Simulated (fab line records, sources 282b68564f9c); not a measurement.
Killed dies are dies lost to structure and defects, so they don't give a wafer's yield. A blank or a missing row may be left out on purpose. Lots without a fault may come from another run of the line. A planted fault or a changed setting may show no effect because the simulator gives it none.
fab line records | flow rit_cmos
record lots=14 wafers=42 last_day=7
route steps=202 shown FOX2@27 GATE@97 PLDD@159 CONTACT@168 M1@202
lots that met no fault: from a run of the same line without faults
start_h: hours from the record's first day to the start of the lot's first wafer shown | wait_h: hours since the lot's step before | " the same as in the row above | L1.1+2: a row that stands for several wafers | - no value, or no start given | * or withheld: withheld | < > ~ a bound
route shown NAME@n: a module of which the file shows steps, and the number in the route of the first | usual: mean/standard deviation of fault-free wafers | same: alike in all rows | chamber/n: place in a boat | sites: the reading at each site | _std_site: their standard deviation | _edge_site: outer sites' mean less inner sites' | radius_mm: how far each site lies from the wafer's centre | mask NAME#n: copy n | behind: the tool/chamber that last shaped the wafer | hold: why the lot was held/for how many hours/how that ended | device: the transistor (n, p or np) that didn't switch | end of line: the same wafers' tests at the end of the route | a step without rows: its recipe alone | killed: dies lost to structure and defects at the first sort, not the wafer's yield | map: a wafer's dies, x killed, . not, _ none there
set.NAME: the setting as run; set.NAME@STEP: as run at that earlier step | model.NAME: the simulator's own value behind a step, which no gauge read
steps of the route over a sample of lots; a table a step, a row a wafer
services: from which hour (start_h, from the record's first day; less than 0 if before it) a tool's chamber was out of use, for how many hours, and why
## steps
# step RIT_FOX2_THK_MEAS_90
# recipe reads=SiO2_of_FOX2_OXIDATION_00
# usual FIELD_OXIDE_LEFT_1_THK=322/6.7
# columns lot.wafer tool chamber start_h wait_h FIELD_OXIDE_LEFT_1_THK[nm]
L216.2 film_metro-01 - 26.40 0.0 338
L216.3 " - " " 340
L216.5 " - " " 340
L217.1 film_metro-03 - 30.74 0.0 329
L217.3 " - " " 332
L217.4 " - " " 321
L219.1 film_metro-03 - 39.97 0.0 313
L219.3 " - " " 317
L219.6 " - " " 319
L220.2 film_metro-01 - 46.37 0.0 328
L220.3 " - " " 321
L220.5 " - " " 329
L221.1 film_metro-01 - 49.36 0.0 327
L221.2 " - " " 315
L221.4 " - " " 319
L222.2 film_metro-01 - 58.54 0.0 321
L222.3 " - " " 320
L222.6 " - " " 319
L223.1 film_metro-01 - 62.09 0.0 317
L223.2 " - " " 320
L223.3 " - " " 319
L225.1 film_metro-02 - 72.48 0.0 322
L225.3 " - " " 320
L225.5 " - " " 322
L226.1 film_metro-01 - 75.90 0.0 327
L226.2 " - " " 322
L226.5 " - " " 319
L227.4 film_metro-01 - 81.01 0.0 328
L227.5 " - " " 333
L227.6 " - " " 333
L229.4 film_metro-02 - 95.04 0.0 320
L229.5 " - " " 319
L229.6 " - " " 318
L230.2 film_metro-02 - 97.00 0.0 325
L230.3 " - " " 320
L230.5 " - " " 324
L235.1 film_metro-03 - 122.26 0.0 319
L235.5 " - " " 316
L235.6 " - " " 320
L238.1 film_metro-02 - 136.32 0.0 315
L238.5 " - " " 309
L238.6 " - " " 320
# step RIT_GATE_CD_MEAS_90
# recipe target_cd_nm=150
# usual cd_nm=150.0/2.1
# columns lot.wafer tool chamber start_h wait_h cd_nm
L216.2 cd_sem-01 - 45.62 0.1 153.3
L216.3 " - " " 153.0
L216.5 " - " " 153.0
L217.1 cd_sem-01 - 49.01 0.1 150.9
L217.3 " - " " 153.7
L217.4 " - " " 150.9
L219.1 cd_sem-01 - 60.63 0.1 152.5
L219.3 " - " " 153.0
L219.6 " - " " 151.1
L220.2 cd_sem-02 - 66.20 0.1 147.9
L220.3 " - " " 148.9
L220.5 " - " " 149.5
L221.1 cd_sem-02 - 67.94 0.1 147.8
L221.2 " - " " 148.8
L221.4 " - " " 149.4
L222.2 cd_sem-01 - 78.17 0.1 147.7
L222.3 " - " " 147.6
L222.6 " - " " 150.3
L223.1 cd_sem-01 - 80.89 0.1 150.1
L223.2 " - " " 152.4
L223.3 " - " " 149.8
L225.1 cd_sem-02 - 94.40 0.1 150.9
L225.3 " - " " 148.9
L225.5 " - " " 150.7
L226.1 cd_sem-01 - 97.42 0.1 152.3
L226.2 " - " " 150.8
L226.5 " - " " 150.6
L227.4 cd_sem-01 - 100.41 0.1 150.4
L227.5 " - " " 150.8
L227.6 " - " " 150.1
L229.4 cd_sem-01 - 113.29 0.1 151.1
L229.5 " - " " 151.1
L229.6 " - " " 150.9
L230.2 cd_sem-01 - 114.45 0.1 150.3
L230.3 " - " " 151.8
L230.5 " - " " 151.9
L235.1 cd_sem-02 - 141.31 0.1 152.0
L235.5 " - " " 152.0
L235.6 " - " " 149.2
L238.1 cd_sem-02 - 156.73 0.1 144.6
L238.5 " - " " 148.3
L238.6 " - " " 147.6
# step RIT_SDANNEAL_RS_MEAS_06
# recipe thk_meas_gauge=four-point-probe
# usual PLDD_RS=178.4/0.57
# columns lot.wafer tool chamber start_h wait_h PLDD_RS[ohm/sq]
L216.2 film_metro-03 - 59.18 0.1 177.6
L216.3 " - " " 177.9
L216.5 " - " " 177.6
L217.1 film_metro-03 - 61.11 0.1 178.9
L217.3 " - " " 179.3
L217.4 " - " " 178.4
L219.1 film_metro-03 - 72.58 0.1 179.0
L219.3 " - " " 178.4
L219.6 " - " " 178.3
L220.2 film_metro-04 - 79.33 0.1 177.7
L220.3 " - " " 178.0
L220.5 " - " " 178.1
L221.1 film_metro-03 - 81.49 0.1 178.1
L221.2 " - " " 179.0
L221.4 " - " " 178.3
L222.2 film_metro-02 - 90.95 0.1 178.1
L222.3 " - " " 178.6
L222.6 " - " " 178.2
L223.1 film_metro-02 - 94.52 0.1 178.8
L223.2 " - " " 178.0
L223.3 " - " " 178.2
L225.1 film_metro-03 - 107.08 0.1 178.6
L225.3 " - " " 178.9
L225.5 " - " " 178.3
L226.1 film_metro-02 - 109.64 0.1 177.9
L226.2 " - " " 178.1
L226.5 " - " " 178.2
L227.4 film_metro-03 - 114.83 0.1 178.4
L227.5 " - " " 177.8
L227.6 " - " " 178.1
L229.4 film_metro-02 - 126.04 0.1 178.0
L229.5 " - " " 178.3
L229.6 " - " " 178.3
L230.2 film_metro-04 - 128.15 0.1 178.2
L230.3 " - " " 178.8
L230.5 " - " " 178.4
L235.1 film_metro-03 - 153.74 0.1 178.2
L235.5 " - " " 178.6
L235.6 " - " " 178.1
L238.1 film_metro-03 - 169.43 0.1 178.4
L238.5 " - " " 178.2
L238.6 " - " " 178.7
# step RIT_CONTACT_CVD_00
# recipe material=SiO2 target_thk_nm=400 precursor=TEOS temp_c=390 time_s=61 rf_w=400
# usual heater_power_w=334/43
# columns lot.wafer tool chamber start_h wait_h heater_power_w
L216.2 pecvd-02 0 59.93 0.0 370
L216.3 " 2 " " 293
L216.5 " 2 " " 315
L217.1 pecvd-04 2 61.87 0.1 371
L217.3 " 0 " " 359
L217.4 " 2 " " 381
L219.1 pecvd-02 0 73.34 0.1 344
L219.3 " 1 " " 337
L219.6 " 0 " " 355
L220.2 pecvd-04 0 80.07 0.0 286
L220.3 " 1 " " 325
L220.5 " 1 " " 318
L221.1 pecvd-03 0 82.24 0.1 376
L221.2 " 2 " " 421
L221.4 " 1 " " 340
L222.2 pecvd-02 0 91.68 0.0 353
L222.3 " 1 " " 351
L222.6 " 0 " " 268
L223.1 pecvd-04 0 95.28 0.1 290
L223.2 " 1 " " 269
L223.3 " 2 " " 356
L225.1 pecvd-02 0 107.83 0.1 329
L225.3 " 2 " " 280
L225.5 " 2 " " 303
L226.1 pecvd-04 1 110.40 0.1 257
L226.2 " 0 " " 302
L226.5 " 1 " " 278
L227.4 pecvd-03 0 115.55 0.0 308
L227.5 " 1 " " 272
L227.6 " 2 " " 430
L229.4 pecvd-04 1 126.76 0.0 302
L229.5 " 2 " " 317
L229.6 " 0 " " 267
L230.2 pecvd-03 0 128.89 0.0 305
L230.3 " 1 " " 342
L230.5 " 1 " " 355
L235.1 pecvd-04 1 154.57 0.1 290
L235.5 " 0 " " 295
L235.6 " 2 " " 366
L238.1 pecvd-04 0 170.19 0.1 326
L238.5 " 0 " " 346
L238.6 " 1 " " 286
# step RIT_CONTACT_THK_MEAS_01
# recipe reads=SiO2_of_CONTACT_CVD_00
# usual CONTACT_TEOS_THK=400/5
# columns lot.wafer tool chamber start_h wait_h CONTACT_TEOS_THK[nm]
L216.2 film_metro-03 - 59.99 0.0 397
L216.3 " - " " 401
L216.5 " - " " 409
L217.1 film_metro-03 - 61.93 0.0 391
L217.3 " - " " 392
L217.4 " - " " 405
L219.1 film_metro-03 - 73.39 0.0 397
L219.3 " - " " 402
L219.6 " - " " 406
L220.2 film_metro-04 - 80.13 0.0 398
L220.3 " - " " 399
L220.5 " - " " 411
L221.1 film_metro-01 - 82.30 0.0 396
L221.2 " - " " 393
L221.4 " - " " 396
L222.2 film_metro-04 - 91.75 0.0 399
L222.3 " - " " 399
L222.6 " - " " 408
L223.1 film_metro-01 - 95.33 0.0 395
L223.2 " - " " 393
L223.3 " - " " 395
L225.1 film_metro-03 - 107.88 0.0 395
L225.3 " - " " 400
L225.5 " - " " 410
L226.1 film_metro-03 - 110.45 0.0 400
L226.2 " - " " 397
L226.5 " - " " 404
L227.4 film_metro-03 - 115.61 0.0 406
L227.5 " - " " 401
L227.6 " - " " 404
L229.4 film_metro-04 - 126.82 0.0 405
L229.5 " - " " 398
L229.6 " - " " 400
L230.2 film_metro-03 - 128.95 0.0 393
L230.3 " - " " 392
L230.5 " - " " 393
L235.1 film_metro-01 - 154.62 0.0 498
L235.5 " - " " 402
L235.6 " - " " 395
L238.1 film_metro-03 - 170.24 0.0 402
L238.5 " - " " 409
L238.6 " - " " 508
# step RIT_M1_PROBE_99
# usual killed_at_contacts=0.1/0.3 killed_at_front_end=6.9/2.9 killed_dies=7.0/2.9 killed_on_rim=1.8/1.4 killed_open=3.3/2 killed_short=3.7/2
# same gross_dies=264 killed_at_M0_to_M3=0 killed_at_M4_up=0 killed_at_back_side=0 killed_at_other=0
# columns lot.wafer tool chamber start_h wait_h killed_at_contacts killed_at_front_end killed_dies killed_on_rim killed_open killed_short
L221.1 prober-01 - 88.48 0.1 0 8 8 2 4 4
L221.2 prober-01 - 88.53 0.1 0 6 6 2 2 4
L221.4 prober-01 - 88.63 0.2 1 12 13 3 10 3
L227.4 prober-02 - 122.19 0.2 0 8 8 3 2 6
L227.5 prober-02 - 122.24 0.2 0 9 9 4 3 6
L227.6 prober-02 - 122.29 0.2 0 10 10 5 3 7
L235.1 prober-01 - 160.93 0.1 254 4 258 69 0 4
L235.5 prober-01 - 161.13 0.2 0 5 5 1 2 3
L235.6 prober-01 - 161.18 0.2 0 9 9 2 5 4
L238.1 prober-02 - 176.55 0.1 0 11 11 2 6 5
L238.5 prober-02 - 176.75 0.2 0 10 10 2 5 5
L238.6 prober-02 - 176.80 0.2 255 8 263 70 5 3
# killed by level:class
L221.1 GATE:geometric_particle:short=2 REOX:geometric_particle:open=2 FOX2:geometric_particle:open=1 REOX:geometric_particle:short=1 SILICIDE:geometric_particle:short=1 SILICIDE:geometric_particle:open=1
L221.2 REOX:geometric_particle:short=3 FOX1:geometric_particle:open=1 FOX1:geometric_particle:short=1 REOX:geometric_particle:open=1
L221.4 SILICIDE:geometric_particle:open=4 SPACER:geometric_particle:open=2 FOX1:geometric_particle:open=1 FOX1:geometric_particle:short=1 FOX2:geometric_particle:short=1 GATE:geometric_particle:open=1 REOX:geometric_particle:open=1 SILICIDE:geometric_particle:short=1
L227.4 FOX1:geometric_particle:short=2 GATE:geometric_particle:short=2 SILICIDE:geometric_particle:short=2 SILICIDE:geometric_particle:open=2
L227.5 FOX1:geometric_particle:short=2 FOX2:geometric_particle:short=2 FOX1:geometric_particle:open=1 GATE:geometric_particle:open=1 GATE:geometric_particle:short=1 REOX:geometric_particle:short=1 SPACER:geometric_particle:open=1
L227.6 REOX:geometric_particle:short=3 FOX1:geometric_particle:short=2 GATE:geometric_particle:short=2 FOX1:geometric_particle:open=1 GATE:geometric_particle:open=1 REOX:geometric_particle:open=1
L235.1 CONTACT:area_etch=254 GATE:geometric_particle:short=2 REOX:geometric_particle:short=2
L235.5 ACTIVE:geometric_particle:open=1 FOX1:geometric_particle:short=1 FOX2:geometric_particle:short=1 GATE:geometric_particle:open=1 SILICIDE:geometric_particle:short=1
L235.6 GATE:geometric_particle:open=2 SILICIDE:geometric_particle:short=2 FOX2:geometric_particle:open=1 GATE:geometric_particle:short=1 REOX:geometric_particle:open=1 REOX:geometric_particle:short=1 SPACER:geometric_particle:open=1
L238.1 FOX1:geometric_particle:open=2 FOX1:geometric_particle:short=2 FOX2:geometric_particle:open=2 REOX:geometric_particle:short=2 REOX:geometric_particle:open=2 GATE:geometric_particle:short=1
L238.5 GATE:geometric_particle:open=4 FOX1:geometric_particle:short=1 GATE:geometric_particle:short=1 REOX:geometric_particle:short=1 SPACER:geometric_particle:short=1 SPACER:geometric_particle:open=1 SILICIDE:geometric_particle:short=1
L238.6 CONTACT:area_etch=255 FOX1:geometric_particle:short=2 GATE:geometric_particle:open=2 FOX1:geometric_particle:open=1 REOX:geometric_particle:open=1 REOX:geometric_particle:short=1 SPACER:geometric_particle:open=1
## services
# columns tool chamber start_h hours kind
pecvd-03 2 37.61 7.4 repair
pecvd-03 - 141.65 5.5 pm
pecvd-04 - 153.20 0.6 repair
## key
first_sign step=RIT_CONTACT_THK_MEAS_01 reading=CONTACT_TEOS_THK direction=up sigmas=20 usual=400 struck=503
effect step=RIT_M1_PROBE_99 reading=killed_at_contacts direction=up sigmas=99+ usual=0.1 struck=254.5
more_kills_born_at RIT_CONTACT_ETCH_11@rie_diel-02=255 RIT_CONTACT_ETCH_11@rie_diel-01=254
met_at RIT_CONTACT_CVD_00
struck_lots L235,L238
struck_wafers L235.1,L238.6
later_rows_left_out L235.1,L238.6
tester_left_out L235,L238
not_acting_at RIT_FOX2_THK_MEAS_90,RIT_GATE_CD_MEAS_90,RIT_SDANNEAL_RS_MEAS_06
onset_between 126.76 154.57
fault kind=process_parameter_drift tool=pecvd-04 chamber=1 onset_h=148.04 steps=RIT_CONTACT_CVD_00 channel=target_thk_nm offset=100 shape=step end_h=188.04 stated=400
# tester_left_out: of these lots the tester's yield and bins aren't shown, on N5 and GAA mostly nor the transistor test; their killed dies are dies lost to structure and defects alone, not to doping, threshold or leakage, so they don't give the yield
# later_rows_left_out: the simulator's readings of these wafers behind a module that went badly wrong aren't trusted and aren't shown, but for the sort
